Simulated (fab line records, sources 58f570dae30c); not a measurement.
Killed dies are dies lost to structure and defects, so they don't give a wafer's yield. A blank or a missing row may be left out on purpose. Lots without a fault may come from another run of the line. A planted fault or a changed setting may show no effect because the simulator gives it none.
Problem report in the 8D (eight disciplines) form, filled by code | flow berkeley_cmos170 | the parts of the form that need people (team, actions taken, sign-off) are left out

1. THE PROBLEM
prime_temp_c at UCB170_PLDD_HMDS_00 reads a mean of 101.48 C on 9 wafers of 3 lots; wafers without a fault read 100.01 C with a standard deviation of 0.12. That is +12 standard deviations from the usual mean.
The step: prime time 60 s.
First seen on wafer L880.2, day 9 01:52, on litho_track-04. The record holds 45 wafers of 15 lots with a number at this step. Rule for "out", or "out of limits": more than 4 standard deviations from the usual mean. The other wafers with a number count as sound.

2. WHAT IT IS AND WHAT IT IS NOT
question                    | is                     | is not
which readings at this step | prime_temp_c           | -
which lots                  | L880, L882, L885       | L866, L867, L868, L869, L871, L872, L873, L875, L876, L881, L886, L888
which wafers of those lots  | all that have a number | -
read on which tools         | litho_track-04         | litho_track-02, litho_track-03
when                        | from day 9 01:52       | up to then (27 sound wafers); but 9 sound wafers of L881, L886, L888 came after

3. SUSPECTS, AND WHAT RULES EACH OUT
Counting: a tool at a process step up to the reading stays a suspect if it ran every lot that is out and no sound lot after the first of them.
- litho_track-04 at UCB170_PLDD_HMDS_00 (prime time 60 s): kept. It ran every lot that is out, first L880 (day 9 01:52), and no sound lot after that; its last sound lot up to then is L876 (day 7 23:35). Its own readings are out on those wafers: prime_temp_c.
Left after counting: litho_track-04 at UCB170_PLDD_HMDS_00.

4. THE CAUSE (what the simulator had put in)
Process parameter drift: litho_track-04, from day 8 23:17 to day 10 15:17, at UCB170_PLDD_HMDS_00. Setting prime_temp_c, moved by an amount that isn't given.
Counting left only this tool.

5. THE CHAIN OF EFFECTS, in route order
Each row: a reading whose mean over the struck wafers that have a number lies more than 3 standard deviations from the usual. Only readings for which the record gives a usual standard deviation are gone through. hours: the time from each lot's start at the first step in this table that gives one to its start at this step, as a median over the lots. sigmas: the change in usual standard deviations.
hours | step                | reading      | usual    | on struck wafers | change | sigmas
0     | UCB170_PLDD_HMDS_00 | prime_temp_c | 100.01 C | 101.48           | +1.47  | +12
The process steps in it:
- UCB170_PLDD_HMDS_00: prime time 60 s.

6. WHAT WOULD HAVE CAUGHT IT SOONER
In this record the first reading out of limits was taken at day 9 01:52, 3 hours after the fault began at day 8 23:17.
